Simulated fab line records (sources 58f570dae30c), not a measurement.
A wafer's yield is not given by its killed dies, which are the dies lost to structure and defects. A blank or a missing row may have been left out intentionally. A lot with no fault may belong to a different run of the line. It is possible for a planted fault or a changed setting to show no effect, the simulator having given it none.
8D (eight disciplines) problem report, filled in by code ; flow berkeleyCmos170 ; the parts of the form that need people (team, actions taken, sign-off) are left out

## 1. THE PROBLEM
V2_POLISHED_THK at UCB170_V2_THK_MEAS_04 reads a mean of 1346.4 nm on 1 wafer of 1 lot; wafers without a fault read 999.9 nm with a standard deviation of 1.4. That is +99 or more standard deviations from the usual mean.
Seen first at day 11 22:24 on filmMetro-02, wafer L131.4. At this step, 38 wafers from 13 lots have a number in the record. By rule, "out" or "out of limits" means more than 4 standard deviations away from the usual mean. All remaining wafers that have a number are taken as sound.

## 2. WHAT THIS IS AND IS NOT
question;is;is not
which readings at this step;V2_POLISHED_THK;-
which lots;L131;L114, L115, L116, L117, L120, L121, L124, L125, L126, L127, L128, L130
which wafers of those lots;L131.4;L131.5
read on which gauges;filmMetro-02;filmMetro-03, filmMetro-04
when;from day 11 22:24;up to then (37 sound wafers)

## 3. WHAT RULES OUT EACH SUSPECT
Counting: any tool at a process step up to the reading remains a suspect provided it ran every lot that is out. Sound lots after the first of them don't rule it out here, since some wafers of a struck lot are sound.
- the gauge at UCB170_V2_THK_MEAS_04 is ruled out. All the wafers that are out were read on filmMetro-02, but those of them that UCB170_V2_ETCH_14 has rows for are out there too, on other tools.
- rieDiel-02 at UCB170_CONTACT_ETCH_17 (etches BARC in N2/H2): kept. The lot that is out, L131, ran on it at day 11 10:57; the last sound lot it ran before that was L115, at day 8 14:44.
- cmp-02 at UCB170_V2_CMP_02 (polishes SiO2): kept. The lot that is out, L131, ran on it at day 11 22:06; the last sound lot it ran before that was L128, at day 11 03:56.
- Within rieDiel-02 at UCB170_CONTACT_ETCH_17: the wafers that are out ran in chamber 2; their sound lot-mates ran in chamber 1.
- Within cmp-02 at UCB170_V2_CMP_02: the wafers that are out ran in chamber 0; their sound lot-mates ran in chamber 1.
Remaining after the count are rieDiel-02 at UCB170_CONTACT_ETCH_17 and cmp-02 at UCB170_V2_CMP_02.

## 4. THE CAUSE (what the simulator had put in)
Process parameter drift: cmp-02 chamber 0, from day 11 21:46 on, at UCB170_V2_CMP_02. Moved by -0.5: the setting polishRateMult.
2 suspects survive the count, and this tool is in that group.

## 5. THE CHAIN OF EFFECTS, in route order
Each row: a reading where the mean over the struck wafers with a number is more than 3 standard deviations away from the usual. Only readings whose record carries a usual standard deviation are examined. hours: median over the lots of the time between each lot's start at the first step of this table that gives one and its start at this step. sigmas: the change, counted in usual standard deviations.
hours;step;reading;usual;on struck wafers;change;sigmas
0;UCB170_V2_THK_MEAS_04;V2_POLISHED_THK;999.9 nm;1346.4;+346.5;+99 or more
2;UCB170_V2_ETCH_14;oesProductAu;0.867 a.u.;1.014;+0.147;+15
6;UCB170_M3_PROBE_99;defectLimitedYield;98.5 %;0.0;-98.5;-99 or more
6;UCB170_M3_PROBE_99;killed_at_M0_to_M3;0.9;261.0;+260.1;+99 or more
6;UCB170_M3_PROBE_99;killedDies;4.0;264.0;+260.0;+99 or more
6;UCB170_M3_PROBE_99;killedOnRim;1.2;70.0;+68.8;+53
6;UCB170_M3_PROBE_99;sort_bin_5_function;1.0 %;98.5;+97.5;+99 or more
6;UCB170_M3_PROBE_99;sortNPass;260.0;0.0;-260.0;-99 or more
6;UCB170_M3_PROBE_99;sortYieldPct;98.5 %;0.0;-98.5;-99 or more
Process steps it contains:
- UCB170_V2_ETCH_14: etches SiO2 in CHF3/CF4/Ar, stops on Al, target depth 1250 nm, time 291 s.
- UCB170_M3_PROBE_99

## 6. WHAT WOULD HAVE CAUGHT IT SOONER
In this record the first reading out of limits at a measuring or inspecting step was taken at day 11 22:24, 1 hour after the fault began at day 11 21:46.
No tool reading at UCB170_V2_CMP_02 that has a usual standard deviation in the record was out on any struck wafer, so an alarm limit of 4 standard deviations on those readings would not have fired.
All the lots that are out (1) had begun UCB170_V2_CMP_02 on cmp-02 by day 11 22:24. Had the tool been put on hold then, not one of them would have been saved.
